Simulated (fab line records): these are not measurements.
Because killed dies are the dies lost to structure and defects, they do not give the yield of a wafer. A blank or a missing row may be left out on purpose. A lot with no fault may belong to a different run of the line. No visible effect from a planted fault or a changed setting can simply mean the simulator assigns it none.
Matching of chambers -- flow berkeley_cmos170 -- UCB170_M2_ETCH_17 on rie_diel-04: 4 sister chambers
The step etches BARC in N2/H2. 7 wafers are shown with their chamber, then 7 later ones without.

## WAFERS PAIRED WITH THEIR CHAMBERS
wafer,chamber,throttle_valve_pct (%),oes_product_au (a.u.)
L980.1,0,13.35,0.991
L980.5,3,13.40,1.010
L983.2,1,12.98,0.981
L983.3,2,13.57,0.999
L983.4,0,13.36,0.983
L994.1,1,13.00,0.984
L994.2,3,13.40,1.003

## WAFERS WITH NO CHAMBER GIVEN
wafer,throttle_valve_pct (%),oes_product_au (a.u.)
L994.5,13.41,1.015
L993.2,13.34,0.989
L993.3,13.56,0.997
L993.4,13.40,1.003
L997.2,13.01,0.987
L997.3,13.35,0.991
L997.6,13.59,0.998

## CHAMBER TAKEN BY EACH
wafer,from the rows above,in truth
L994.5,3,3
L993.2,0,0
L993.3,2,2
L993.4,3,3
L997.2,1,1
L997.3,0,0
L997.6,2,2
Correct placement for 7 of the 7. From these rows, 0 cannot be placed. Placed wrongly: 0.
How it was worked out, from the rows above alone: a wafer's distance from a chamber is the root of the sum, over the readings, of the square of ((its reading less the chamber's mean) divided by the reading's scatter). If the next closest chamber is less than 2 further off than the closest, the wafer can't be placed; otherwise it belongs to the closest. For every chamber, the mean is computed from those of its wafers that are shown. The scatter: the root of (the sum of the squares of (reading less its chamber's mean) over the shown wafers, divided by (wafers less chambers)).
